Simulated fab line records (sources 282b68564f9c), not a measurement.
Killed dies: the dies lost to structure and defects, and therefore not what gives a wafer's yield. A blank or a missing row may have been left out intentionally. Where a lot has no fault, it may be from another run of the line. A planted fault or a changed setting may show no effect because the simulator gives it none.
Which of the tools did it?	flow rit cmos	15 lots, 45 wafers sampled, at 5 steps of a route of 202

== WHAT EACH GAUGE READ, for each wafer ==
RIT_GATE_CD_MEAS_90: target cd 150 nm. Usual: cd nm at 150.1 nm, with a standard deviation of 2.2.
lot	measured	on	cd nm (nm)	flag
L278	day 2 16:11	cd sem-02	151.8 150.6 149.4	
L279	day 2 18:49	cd sem-02	150.6 149.1 151.6	
L281	day 3 08:14	cd sem-02	152.5 152.1 153.6	
L282	day 3 11:25	cd sem-02	151.2 152.2 151.0	
L283	day 3 20:50	cd sem-02	150.5 150.6 153.2	
L284	day 4 00:18	cd sem-02	151.1 153.0 151.4	
L285	day 4 01:41	cd sem-02	149.5 149.8 152.1	
L286	day 4 09:00	cd sem-01	147.0 149.0 146.6	
L287	day 4 16:10	cd sem-01	149.7 150.7 150.4	
L289	day 4 22:01	cd sem-01	149.4 150.8 152.5	
L293	day 6 00:38	cd sem-02	149.3 147.0 150.9	
L294	day 6 04:20	cd sem-01	147.3 146.7 148.7	
L295	day 6 09:20	cd sem-01	147.8 145.1 145.5	
L300	day 7 09:26	cd sem-02	147.7 151.0 145.8	
L301	day 7 12:49	cd sem-02	150.7 151.4 150.5	

RIT_CONTACT_CD_MEAS_08: target cd 1000 nm. Usual: cd nm at 1000.1 nm, with a standard deviation of 2.
lot	measured	on	cd nm (nm)	flag
L278	day 3 06:35	cd sem-02	1000.1 999.9 998.9	
L279	day 3 09:15	cd sem-01	1000.1 999.8 999.2	
L281	day 3 23:23	cd sem-01	1000.2 999.3 997.6	
L282	day 4 02:23	cd sem-02	998.0 997.6 999.4	
L283	day 4 11:52	cd sem-02	1001.6 1003.1 1003.7	
L284	day 4 14:46	cd sem-01	994.2 996.0 997.7	
L285	day 4 17:29	cd sem-02	998.7 1000.1 1000.5	
L286	day 5 00:43	cd sem-02	1004.9 1002.6 1002.8	
L287	day 5 06:52	cd sem-02	997.9 998.2 999.3	
L289	day 5 14:04	cd sem-02	1002.4 1003.3 1001.5	
L293	day 6 14:46	cd sem-02	978.8 979.2 978.5	OFF
L294	day 6 18:55	cd sem-02	980.4 981.9 979.9	OFF
L295	day 6 23:40	cd sem-02	981.0 982.8 983.0	OFF
L300	day 8 00:38	cd sem-02	1001.5 1000.1 1000.1	
L301	day 8 04:20	cd sem-02	999.9 998.7 1000.5	

== TOOL THAT RAN EACH LOT (tool first, then ch and the chambers of the sampled wafers, then the start) ==
lot	RIT_NLDD_STRIP_09	RIT_PSD_STRIP_09	RIT_CONTACT_DEVELOP_07
L278	plasma asher-02 ch 1, day 2 20:38	plasma asher-03 ch 0,1, day 3 03:46	litho track-03 ch 0, day 3 06:00
L279	plasma asher-01 ch 0,1, day 2 23:22	plasma asher-01 ch 0,1, day 3 06:25	litho track-04 ch 0, day 3 09:00
L281	plasma asher-01 ch 0,1, day 3 13:37	plasma asher-04 ch 0,1, day 3 20:31	litho track-04 ch 0, day 3 23:00
L282	plasma asher-04 ch 0,1, day 3 16:07	plasma asher-01 ch 0,1, day 3 23:16	litho track-03 ch 0, day 4 02:00
L283	plasma asher-02 ch 0,1, day 4 01:44	plasma asher-04 ch 0,1, day 4 08:58	litho track-02 ch 0, day 4 11:00
L284	plasma asher-02 ch 0,1, day 4 04:37	plasma asher-04 ch 0,1, day 4 11:38	litho track-04 ch 0, day 4 14:00
L285	plasma asher-02 ch 0,1, day 4 07:02	plasma asher-03 ch 0, day 4 14:38	litho track-02 ch 0, day 4 17:00
L286	plasma asher-04 ch 0,1, day 4 14:50	plasma asher-01 ch 0,1, day 4 22:00	litho track-03 ch 0, day 5 00:00
L287	plasma asher-02 ch 0,1, day 4 20:53	plasma asher-01 ch 0,1, day 5 03:59	litho track-04 ch 0, day 5 06:00
L289	plasma asher-04 ch 0,1, day 5 03:43	plasma asher-01 ch 0,1, day 5 11:16	litho track-03 ch 0, day 5 13:00
L293	plasma asher-01 ch 0,1, day 6 05:04	plasma asher-01 ch 0,1, day 6 11:52	litho track-03 ch 0, day 6 14:00
L294	plasma asher-02 ch 0,1, day 6 08:53	plasma asher-04 ch 0,1, day 6 16:01	litho track-03 ch 0, day 6 18:00
L295	plasma asher-02 ch 0,1, day 6 13:37	plasma asher-03 ch 0,1, day 6 20:53	litho track-03 ch 0, day 6 23:00
L300	plasma asher-04 ch 0,1, day 7 13:52	plasma asher-04 ch 0,1, day 7 21:44	litho track-04 ch 0, day 8 00:00
L301	plasma asher-02 ch 0,1, day 7 17:46	plasma asher-04 ch 0,1, day 8 01:28	litho track-04 ch 0, day 8 04:00
- RIT_NLDD_STRIP_09: strips in O2, time 180 s.
- RIT_PSD_STRIP_09: strips in O2, time 180 s.
- RIT_CONTACT_DEVELOP_07: develop time 120 s.

== WHAT THE TOOLS THEMSELVES READ (means of the sampled wafers that have a number; where no wafer has one, the mark that the record gives instead) ==
RIT_NLDD_STRIP_09. Usual: drypump motor current A at 5.8 A, with a standard deviation of 0.48.
lot	tool	drypump motor current A (A)	flag
L278	plasma asher-02	6.6	
L279	plasma asher-01	5.7	
L281	plasma asher-01	5.7	
L282	plasma asher-04	5.5	
L283	plasma asher-02	5.9	
L284	plasma asher-02	5.9	
L285	plasma asher-02	5.9	
L286	plasma asher-04	5.6	
L287	plasma asher-02	6.3	
L289	plasma asher-04	5.4	
L293	plasma asher-01	5.7	
L294	plasma asher-02	6.3	
L295	plasma asher-02	6.3	
L300	plasma asher-04	5.5	
L301	plasma asher-02	6.2	

RIT_PSD_STRIP_09. Usual: drypump motor current A at 5.63 A, with a standard deviation of 0.19.
lot	tool	drypump motor current A (A)	flag
L278	plasma asher-03	5.75	
L279	plasma asher-01	5.68	
L281	plasma asher-04	5.53	
L282	plasma asher-01	5.69	
L283	plasma asher-04	5.40	
L284	plasma asher-04	5.42	
L285	plasma asher-03	5.90	
L286	plasma asher-01	5.70	
L287	plasma asher-01	5.68	
L289	plasma asher-01	5.69	
L293	plasma asher-01	5.68	
L294	plasma asher-04	5.40	
L295	plasma asher-03	5.82	
L300	plasma asher-04	5.52	
L301	plasma asher-04	5.54	

== THE ANSWER, worked out from the rows above alone ==
Rule: lot off if the mean of its wafers having a number is beyond 3 standard deviations from the usual mean. Also off: a lot with no number at a reading for which 4 or more lots have one. The other lots that the step has rows for count as sound. First the gauges in route order, then the tools' own readings, where a lot's mean is used as printed above. At the first step where some lot is off, the reading lying furthest off is the one used; lots without a number count as furthest.
Off, at RIT_CONTACT_CD_MEAS_08 on cd nm: L293, L294, L295.
If a tool, at a process step before that reading, ran all the lots that are off and no sound lot after the first of them, it fits. Gauges at RIT_CONTACT_CD_MEAS_08: tried the same way as those tools. One fits: RIT_CONTACT_DEVELOP_07 on litho track-03. Its last sound lot is L289 (day 5 13:00), its first lot that is off L293 (day 6 14:00): a fault that began between those two fits.

== WHAT THE SIMULATOR PUT IN ==
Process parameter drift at RIT_CONTACT_DEVELOP_07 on litho track-03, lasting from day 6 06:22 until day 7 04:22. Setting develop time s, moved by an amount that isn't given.
Shown lots that were struck: L293, L294, L295. This agrees with what the rule above found.
